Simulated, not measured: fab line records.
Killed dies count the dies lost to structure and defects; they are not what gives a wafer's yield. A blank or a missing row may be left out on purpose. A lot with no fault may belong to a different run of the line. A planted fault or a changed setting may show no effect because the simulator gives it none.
Tool commonality check -- flow rit_cmos -- 45 wafers sampled across 15 lots

WHY THIS WAS OPENED
At RIT_ACTIVE_THK_MEAS_02 the reading ACTIVE_OXIDE_THK is flagged on 3 of 15 lots. Wafers without a fault read 46.8 nm, standard deviation 0.83.
Rule: flag the lot when none of its wafers has a number, or when each of its wafers that has one lies beyond 4 standard deviations from that mean. The rest of the lots are taken to be sound.

lot,measured,on,"ACTIVE_OXIDE_THK (nm), wafer by wafer",flag
L567,day 1 12:47,film_metro-02,48.9 48.7 48.7,
L568,day 1 17:03,film_metro-01,46.4 46.4 46.8,
L570,day 2 03:03,film_metro-04,47.1 47.2 47.1,
L572,day 2 14:05,film_metro-01,46.0 46.0 45.7,
L573,day 2 18:03,film_metro-01,45.1 45.4 45.3,
L575,day 3 04:04,film_metro-02,46.5 46.6 47.1,
L576,day 3 09:50,film_metro-01,46.6 46.2 46.6,
L577,day 3 17:16,film_metro-01,45.4 45.5 46.0,
L578,day 3 19:28,film_metro-02,45.6 46.6 46.6,
L579,day 4 00:03,film_metro-01,46.2 46.8 46.6,
L580,day 4 05:27,film_metro-01,47.2 47.2 47.0,
L581,day 4 10:12,film_metro-01,51.4 52.1 51.9,FLAGGED
L582,day 4 15:04,film_metro-01,51.5 51.2 52.6,FLAGGED
L585,day 5 06:04,film_metro-01,52.3 52.2 52.1,FLAGGED
L587,day 5 16:46,film_metro-01,46.8 47.0 47.2,
Average over the flagged lots: 51.9 nm; offset from the usual +5.1 nm, equal to +6 standard deviations.

EACH LOT AND THE TOOL IT RAN ON
The record holds 1 process step before the reading, out of a route of 202 steps. Read each cell as the tool, then ch plus the chambers that the sampled wafers visited, then the start.
lot,flag,RIT_ACTIVE_OXIDATION_01
L567,,"furnace-04 ch 0, day 1 10:52"
L568,,"furnace-03 ch 0, day 1 15:07"
L570,,"furnace-04 ch 0, day 2 01:07"
L572,,"furnace-01 ch 0, day 2 12:08"
L573,,"furnace-01 ch 0, day 2 16:07"
L575,,"furnace-04 ch 0, day 3 02:07"
L576,,"furnace-04 ch 0, day 3 07:55"
L577,,"furnace-04 ch 0, day 3 15:20"
L578,,"furnace-04 ch 0, day 3 17:31"
L579,,"furnace-04 ch 0, day 3 22:07"
L580,,"furnace-04 ch 0, day 4 03:29"
L581,FLAGGED,"furnace-04 ch 0, day 4 08:14"
L582,FLAGGED,"furnace-04 ch 0, day 4 13:07"
L585,FLAGGED,"furnace-04 ch 0, day 5 04:07"
L587,,"furnace-01 ch 0, day 5 14:50"
What is done by these steps:
- RIT_ACTIVE_OXIDATION_01: target thk 46.8 nm, ox time 3360 s.
- RIT_ACTIVE_THK_MEAS_02

FLAGGED OVER TOTAL, TOOL BY TOOL (the gauges that took the reading come last)
step,tool,lots run,flagged,share of the flagged lots,sound lots run after its first flagged lot
RIT_ACTIVE_OXIDATION_01,furnace-01,3,0,none,-
RIT_ACTIVE_OXIDATION_01,furnace-03,1,0,none,-
RIT_ACTIVE_OXIDATION_01,furnace-04,11,3,all,0
RIT_ACTIVE_THK_MEAS_02,film_metro-01,11,3,all,1 (L587)
RIT_ACTIVE_THK_MEAS_02,film_metro-02,3,0,none,-
RIT_ACTIVE_THK_MEAS_02,film_metro-04,1,0,none,-

WHAT THE TABLE ALLOWS
In 2 table rows, all flagged lots were run: furnace-04 (RIT_ACTIVE_OXIDATION_01), film_metro-01 (RIT_ACTIVE_THK_MEAS_02).
- furnace-04 at RIT_ACTIVE_OXIDATION_01 ran 11 lots, 3 of them flagged. A fault beginning between L580 (day 4 03:29), its last sound lot, and L581 (day 4 08:14), its first flagged one, fits the data.
- film_metro-01 at RIT_ACTIVE_THK_MEAS_02 ran 11 lots, 3 of them flagged. Sound lots followed the first flagged one (L587) on it, something a lasting fault affecting the whole tool could not allow.
Left over: one tool, furnace-04 at RIT_ACTIVE_OXIDATION_01.

WHAT HAD BEEN PUT IN BY THE SIMULATOR
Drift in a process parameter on furnace-04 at RIT_ACTIVE_OXIDATION_01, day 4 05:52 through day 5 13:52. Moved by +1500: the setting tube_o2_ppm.
Shown lots that were struck: L581, L582, L585. Same finding as the rule above.
